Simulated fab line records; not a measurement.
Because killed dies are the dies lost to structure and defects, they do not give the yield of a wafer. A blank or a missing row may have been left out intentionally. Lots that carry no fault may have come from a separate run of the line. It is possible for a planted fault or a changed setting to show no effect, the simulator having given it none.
Comparing a struck lot with a sound one	flow berkeleyCmos170	14 out of 331 route steps
Sound: wafers L285.1, L285.2, L285.5. Struck: wafers L293.3, L293.4, L293.6. The cause is given at the end.
Each step with rows lists, per side, the tool, then ch with its chambers, then its first start. Under that, the readings that differ: sound wafers	struck wafers	difference of the means	sigmas: that difference in standard deviations of wafers without a fault.
alike: same words and numbers on both sides, and readings whose means sit less than 2 such deviations apart. not compared: any withheld reading, any reading some wafer has no value for, any bound like >300 that may hide the same value, and any number with overlapping values for which the record gives no deviation.
A row with sigmas, a row that says differs or no value, or rows on one side alone: a step with any of these is where the two part. Numbers that don't overlap but have no deviation are shown without sigmas and don't part them. A reading that every wafer of one side lacks parts them only if that side has two wafers or more.

first, 7 steps without rows for these wafers: UCB170_SCREENOX_ANNEAL_03 (time 900 s); UCB170_NVT_HMDS_00 (prime time 60 s); UCB170_NVT_COAT_01 (resist thk 900 nm); UCB170_NVT_SOFTBAKE_02 (time 60 s); UCB170_NVT_EXPOSE_03 (exposes mask PWELL, target cd 3000 nm); UCB170_NVT_PEB_04; UCB170_NVT_DEVELOP_05 (develop time 45 s).
UCB170_NVT_OVL_MEAS_06:
  sound on overlay-02 at day 8 21:05; struck on overlay-02 at day 11 02:19
  alike: NVT_OVL
then, 1 step without rows for these wafers: UCB170_NVT_IMPLANT_07.
UCB170_NVT_STRIP_08: strips in O2.
  sound on plasmaAsher-04 ch 0,1, day 8 21:16; struck on plasmaAsher-03 ch 0,1, day 11 02:32
  alike: drypumpMotorCurrentA, oesProductAu, stripTimeToEndpointS
  not compared: rfHoursCounterH
UCB170_NVT_TW_MEAS_09:
  sound on filmMetro-04 at day 8 21:22; struck on filmMetro-04 at day 11 02:37
  alike: NVT_TW
then, 1 step without rows for these wafers: UCB170_NVT_CLEAN_10 (cleans in SPM, time 600 s).
UCB170_PVT_HMDS_00: prime time 60 s.
  sound on lithoTrack-04 ch 0, day 8 22:39; struck on lithoTrack-04 ch 0, day 11 03:38
reading	sound	struck	difference	sigmas
primeTempC (C)	99.92 100.06 99.98	104.82 104.93 104.74	+4.84	+37
  alike: chillPlateTempC
then, 1 step without rows for these wafers: UCB170_PVT_COAT_01 (resist thk 900 nm).

== WHERE THEY PART ==
UCB170_PVT_HMDS_00 only, going by this record.

WHY: whatever the simulator had introduced
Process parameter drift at UCB170_PVT_HMDS_00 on lithoTrack-04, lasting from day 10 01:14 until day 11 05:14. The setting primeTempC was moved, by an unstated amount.
